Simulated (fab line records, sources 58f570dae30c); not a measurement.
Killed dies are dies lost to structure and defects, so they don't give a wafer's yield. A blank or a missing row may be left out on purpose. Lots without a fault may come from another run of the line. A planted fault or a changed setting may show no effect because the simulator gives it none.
Tool commonality check | flow berkeley_cmos170 | 15 lots, 45 wafers sampled

WHY IT WAS OPENED
At UCB170_GATE_OVL_MEAS_13 the reading GATE_OVL is flagged on 3 of 15 lots. Wafers without a fault read 1 nm, standard deviation 5.
Rule: a lot is flagged when every wafer of it that has a number lies more than 4 standard deviations from that mean, or none has a number. The other lots count as sound.

lot  | measured     | on         | GATE_OVL (nm), wafer by wafer | flag
L146 | day 7 18:27  | overlay-01 | -5 2 9                        |
L145 | day 7 18:47  | overlay-01 | 0 0 3                         |
L148 | day 8 02:10  | overlay-01 | -6 -6 0                       |
L150 | day 8 11:22  | overlay-01 | 12 6 16                       |
L149 | day 8 11:35  | overlay-02 | -3 -2 -3                      |
L153 | day 9 03:24  | overlay-02 | -7 8 -2                       |
L154 | day 9 03:40  | overlay-01 | -129 -128 -132                | FLAGGED
L156 | day 9 11:48  | overlay-01 | -127 -128 -127                | FLAGGED
L155 | day 9 12:17  | overlay-02 | -5 6 -3                       |
L159 | day 10 03:16 | overlay-01 | -10 -2 -3                     |
L157 | day 10 03:20 | overlay-02 | -137 -130 -130                | FLAGGED
L162 | day 10 08:59 | overlay-01 | 9 11 -1                       |
L161 | day 10 09:35 | overlay-02 | 2 -2 4                        |
L167 | day 11 15:55 | overlay-02 | 3 2 0                         |
L168 | day 11 16:12 | overlay-01 | -3 5 -2                       |
The numbers of the flagged lots are -130 nm on average: -131 nm against the usual, or -26 standard deviations.

WHICH TOOL RAN EACH LOT
The record holds 2 process steps before the reading, out of a route of 331 steps. In each cell: the tool, then ch and the chambers that the sampled wafers went through, then the start.
lot  | flag    | UCB170_PVT_STRIP_08                  | UCB170_GATE_EXPOSE_09
L146 |         | plasma_asher-03 ch 0,1, day 7 05:52  | krf_scanner-01 ch 0, day 7 17:58
L145 |         | plasma_asher-04 ch 0,1, day 7 02:05  | krf_scanner-02 ch 0, day 7 18:17
L148 |         | plasma_asher-03 ch 0,1, day 7 10:17  | krf_scanner-01 ch 0, day 8 01:30
L150 |         | plasma_asher-04 ch 0,1, day 7 20:38  | krf_scanner-02 ch 0, day 8 10:54
L149 |         | plasma_asher-03 ch 0,1, day 7 22:02  | krf_scanner-01 ch 0, day 8 11:05
L153 |         | plasma_asher-04 ch 0,1, day 8 10:19  | krf_scanner-01 ch 0, day 9 02:49
L154 | FLAGGED | plasma_asher-04 ch 0,1, day 8 09:41  | krf_scanner-02 ch 0, day 9 03:03
L156 | FLAGGED | plasma_asher-04 ch 0,1, day 8 23:16  | krf_scanner-02 ch 0, day 9 11:06
L155 |         | plasma_asher-02 ch 0,1, day 8 23:13  | krf_scanner-01 ch 0, day 9 11:20
L159 |         | plasma_asher-03 ch 0,1, day 9 16:52  | krf_scanner-01 ch 0, day 10 02:22
L157 | FLAGGED | plasma_asher-02 ch 0,1, day 9 16:44  | krf_scanner-02 ch 0, day 10 02:35
L162 |         | plasma_asher-03 ch 1, day 9 20:38    | krf_scanner-01 ch 0, day 10 08:29
L161 |         | plasma_asher-02 ch 0,1, day 9 20:55  | krf_scanner-01 ch 0, day 10 09:05
L167 |         | plasma_asher-03 ch 0,1, day 11 01:14 | krf_scanner-01 ch 0, day 11 15:11
L168 |         | plasma_asher-03 ch 0,1, day 11 01:30 | krf_scanner-01 ch 0, day 11 15:42
What these steps do:
- UCB170_PVT_STRIP_08: strips in O2.
- UCB170_GATE_EXPOSE_09: exposes mask POLY, target cd 350 nm.
- UCB170_GATE_OVL_MEAS_13

FLAGGED OVER TOTAL, TOOL BY TOOL (the gauges that took the reading come last)
step                    | tool            | lots run | flagged | share of the flagged lots | sound lots run after its first flagged lot
UCB170_PVT_STRIP_08     | plasma_asher-02 | 3        | 1       | some                      | 1 (L161)
UCB170_PVT_STRIP_08     | plasma_asher-03 | 7        | 0       | none                      | -
UCB170_PVT_STRIP_08     | plasma_asher-04 | 5        | 2       | some                      | 1 (L153)
UCB170_GATE_EXPOSE_09   | krf_scanner-01  | 10       | 0       | none                      | -
UCB170_GATE_EXPOSE_09   | krf_scanner-02  | 5        | 3       | all                       | 0
UCB170_GATE_OVL_MEAS_13 | overlay-01      | 9        | 2       | some                      | 3 (L159,L162,L168)
UCB170_GATE_OVL_MEAS_13 | overlay-02      | 6        | 1       | some                      | 2 (L161,L167)

WHAT THE TABLE ALLOWS
1 row of the table ran every flagged lot: krf_scanner-02 at UCB170_GATE_EXPOSE_09.
- krf_scanner-02 at UCB170_GATE_EXPOSE_09: 3 of its 5 lots flagged. Its last sound lot is L150 (day 8 10:54), its first flagged lot L154 (day 9 03:03): a fault that began between those two fits.
One tool is left: krf_scanner-02 at UCB170_GATE_EXPOSE_09.

WHAT THE SIMULATOR HAD PUT IN
Scanner matching overlay: krf_scanner-02, from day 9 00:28 on, at UCB170_GATE_EXPOSE_09. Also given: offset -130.
Lots struck among those shown: L154, L156, L157. The rule above found the same.
